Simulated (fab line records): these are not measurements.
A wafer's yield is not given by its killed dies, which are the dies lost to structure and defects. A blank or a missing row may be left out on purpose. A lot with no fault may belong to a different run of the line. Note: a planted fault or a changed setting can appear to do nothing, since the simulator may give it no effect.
The tool behind it: which one? + flow ritCmos + 14 lots with 42 wafers sampled at 4 steps, on a route of 202 steps

== WHAT EACH GAUGE READ, for each wafer ==
RIT_CONTACT_THK_MEAS_01. Usual: for CONTACT_TEOS_THK the level is 381 nm and the standard deviation is 5.3.
| lot  | measured    | on           | CONTACT_TEOS_THK (nm) | flag |
|------|-------------|--------------|-----------------------|------|
| L670 | day 3 18:07 | filmMetro-02 | 382 389 386           |      |
| L669 | day 3 18:50 | filmMetro-02 | 374 379 385           |      |
| L672 | day 4 12:32 | filmMetro-02 | 385 389 391           |      |
| L673 | day 4 15:20 | filmMetro-01 | 375 381 386           |      |
| L674 | day 4 15:34 | filmMetro-04 | 375 378 386           |      |
| L675 | day 5 07:08 | filmMetro-04 | 387 377 384           |      |
| L676 | day 5 09:57 | filmMetro-04 | 375 384 387           |      |
| L678 | day 5 15:42 | filmMetro-04 | 385 386 386           |      |
| L679 | day 5 23:40 | filmMetro-02 | 374 374 382           |      |
| L684 | day 7 00:12 | filmMetro-04 | 382 388 387           |      |
| L689 | day 8 05:47 | filmMetro-01 | 386 390 387           |      |
| L691 | day 8 22:32 | filmMetro-04 | 368 378 377           |      |

RIT_CONTACT_CD_MEAS_08 targets a cd of 1000 nm. Usual: cdNm 1000.3 nm, standard deviation 2.
| lot  | measured    | on       | cdNm (nm)            | flag |
|------|-------------|----------|----------------------|------|
| L670 | day 3 19:17 | cdSem-01 | 1001.0 1001.0 1002.3 |      |
| L669 | day 3 20:00 | cdSem-01 | 1001.9 1004.2 1004.0 |      |
| L672 | day 4 13:47 | cdSem-01 | 1000.0 1000.2 1001.3 |      |
| L673 | day 4 16:22 | cdSem-01 | 1004.8 1001.8 1003.0 |      |
| L674 | day 4 16:44 | cdSem-01 | 1002.6 1000.9 1001.7 |      |
| L675 | day 5 08:10 | cdSem-02 | 997.6 999.3 1000.1   |      |
| L676 | day 5 10:59 | cdSem-02 | 1000.7 1001.2 1001.9 |      |
| L678 | day 5 16:57 | cdSem-02 | 1000.0 1003.4 1002.4 |      |
| L679 | day 6 00:42 | cdSem-02 | 1000.3 1002.9 1001.6 |      |
| L684 | day 7 01:15 | cdSem-02 | 998.2 996.8 996.3    |      |
| L689 | day 8 06:50 | cdSem-01 | 998.0 997.9 996.5    |      |
| L691 | day 8 23:34 | cdSem-01 | 1000.4 1000.0 998.9  |      |

RIT_M1_RS_MEAS_01: measures by four-point-probe. Usual: for M1_AL_RS the level is 0.0772 ohm/sq and the standard deviation is 0.00063.
| lot  | measured    | on           | M1_AL_RS (ohm/sq)    | flag |
|------|-------------|--------------|----------------------|------|
| L670 | day 3 20:45 | filmMetro-02 | 0.0770 0.0769 0.0766 |      |
| L669 | day 3 21:26 | filmMetro-03 | 0.0770 0.0764 0.0770 |      |
| L672 | day 4 15:15 | filmMetro-03 | 0.0773 0.0770 0.0768 |      |
| L673 | day 4 17:49 | filmMetro-01 | 0.0787 0.0775 0.0776 |      |
| L674 | day 4 18:11 | filmMetro-02 | 0.0771 0.0778 0.0767 |      |
| L675 | day 5 09:36 | filmMetro-01 | 0.0779 0.0779 0.0776 |      |
| L676 | day 5 12:31 | filmMetro-01 | 0.0780 0.0782 0.0789 |      |
| L678 | day 5 18:24 | filmMetro-03 | 0.0771 0.0777 0.0776 |      |
| L679 | day 6 02:08 | filmMetro-02 | 0.0770 0.0775 0.0769 |      |
| L684 | day 7 02:41 | filmMetro-02 | 0.0772 0.0764 0.0775 |      |
| L689 | day 8 08:24 | filmMetro-01 | 0.0769 0.0765 0.0765 |      |
| L691 | day 9 01:15 | filmMetro-02 | 0.0779 0.0778 0.0770 |      |

== EACH LOT AND THE TOOL THAT RAN IT (in order: tool; ch and the chambers of the sampled wafers; start) ==
| lot  | RIT_SPACER_ETCHBACK_05           |
|------|----------------------------------|
| L670 | rieDiel-04 ch 0,1,2, day 3 13:29 |
| L669 | rieDiel-03 ch 0,2,3, day 3 14:07 |
| L672 | rieDiel-04 ch 0,1, day 4 07:42   |
| L673 | rieDiel-03 ch 0,2, day 4 10:35   |
| L674 | rieDiel-01 ch 1,2,3, day 4 10:35 |
| L675 | rieDiel-01 ch 0,2,3, day 5 02:25 |
| L676 | rieDiel-03 ch 0,3, day 5 05:17   |
| L678 | rieDiel-03 ch 0,2,3, day 5 10:46 |
| L679 | rieDiel-04 ch 1,2,3, day 5 19:02 |
| L684 | rieDiel-01 ch 0,2,3, day 6 19:10 |
| L685 | rieDiel-01 ch 2,3, day 7 07:01   |
| L687 | rieDiel-01 ch 0,1, day 7 14:40   |
| L689 | rieDiel-03 ch 1,2,3, day 8 01:10 |
| L691 | rieDiel-03 ch 1,2, day 8 17:41   |
- RIT_SPACER_ETCHBACK_05: etches Si3N4 in SF6/CHF3, stops on SiO2, target depth 250 nm, time 240 s.

== WHAT THE TOOLS THEMSELVES READ (means of the sampled wafers that have a number; where no wafer has one, the mark that the record gives instead) ==
RIT_SPACER_ETCHBACK_05. Usual: drypumpMotorCurrentA 5.6 A, standard deviation 0.49; oesProductAu 0.842 a.u., standard deviation 0.013; runLengthS 268.3 s, standard deviation 0.36; throttleValvePct 10.27 %, standard deviation 0.11.
| lot  | tool       | drypumpMotorCurrentA (A) | oesProductAu (a.u.) | runLengthS (s) | throttleValvePct (%) | flag |
|------|------------|--------------------------|---------------------|----------------|----------------------|------|
| L670 | rieDiel-04 | 5.5                      | 0.836               | 268.2          | 10.29                |      |
| L669 | rieDiel-03 | 5.7                      | 0.829               | 268.5          | 10.18                |      |
| L672 | rieDiel-04 | 5.8                      | 0.826               | 268.3          | 10.34                |      |
| L673 | rieDiel-03 | 5.7                      | 0.846               | 268.6          | 10.24                |      |
| L674 | rieDiel-01 | 5.7                      | 0.844               | 268.1          | 10.25                |      |
| L675 | rieDiel-01 | 5.8                      | 0.862               | 268.2          | 10.27                |      |
| L676 | rieDiel-03 | 6.1                      | 0.836               | 268.3          | 10.14                |      |
| L678 | rieDiel-03 | 5.7                      | 0.834               | 268.4          | 10.18                |      |
| L679 | rieDiel-04 | 5.3                      | 0.827               | 268.3          | 10.28                |      |
| L684 | rieDiel-01 | 5.9                      | 0.853               | 268.0          | 10.28                |      |
| L685 | rieDiel-01 | 5.7                      | 1.003               | 172.1          | 10.24                | OFF  |
| L687 | rieDiel-01 | 6.1                      | 1.006               | 171.8          | 10.51                | OFF  |
| L689 | rieDiel-03 | 5.1                      | 0.858               | 268.3          | 10.26                |      |
| L691 | rieDiel-03 | 5.1                      | 0.842               | 268.6          | 10.30                |      |

== THE ANSWER, worked out from the rows above alone ==
Rule: take the mean of a lot's wafers that have a number; if it is more than 3 standard deviations from the usual mean, the lot is off. A lot without any number at a reading at which 4 lots or more have one is off too. Any other lot the step has rows for is counted as sound. Order of review: gauges by route order, followed by the tools' own readings, for which a lot's mean as printed above is used. The first step at which some lot is off is used, and at that step the reading that is off furthest; a lot without a number counts as furthest.
Off, at RIT_SPACER_ETCHBACK_05 on runLengthS: L685, L687.
A tool fits if, at that step or a process step before it, it ran every lot that is off, and no sound lot after the first of them. One fits: RIT_SPACER_ETCHBACK_05 on rieDiel-01. Its last sound lot is L684 (day 6 19:10), its first lot that is off L685 (day 7 07:01): a fault that began between those two fits.
The tool's own readings at RIT_SPACER_ETCHBACK_05 bear it out: on the lots that are off they differ by more than 5 times the standard deviation of the sound lots' means. oesProductAu reads 1.004 a.u. there against 0.841 a.u. on the sound lots; runLengthS reads 171.9 s there against 268.3 s on the sound lots.

== WHAT WAS PUT IN BY THE SIMULATOR ==
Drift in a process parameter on rieDiel-01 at RIT_SPACER_ETCHBACK_05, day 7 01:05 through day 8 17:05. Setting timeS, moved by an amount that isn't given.
Shown lots that were struck: L685, L687. The rule above reached the same finding.
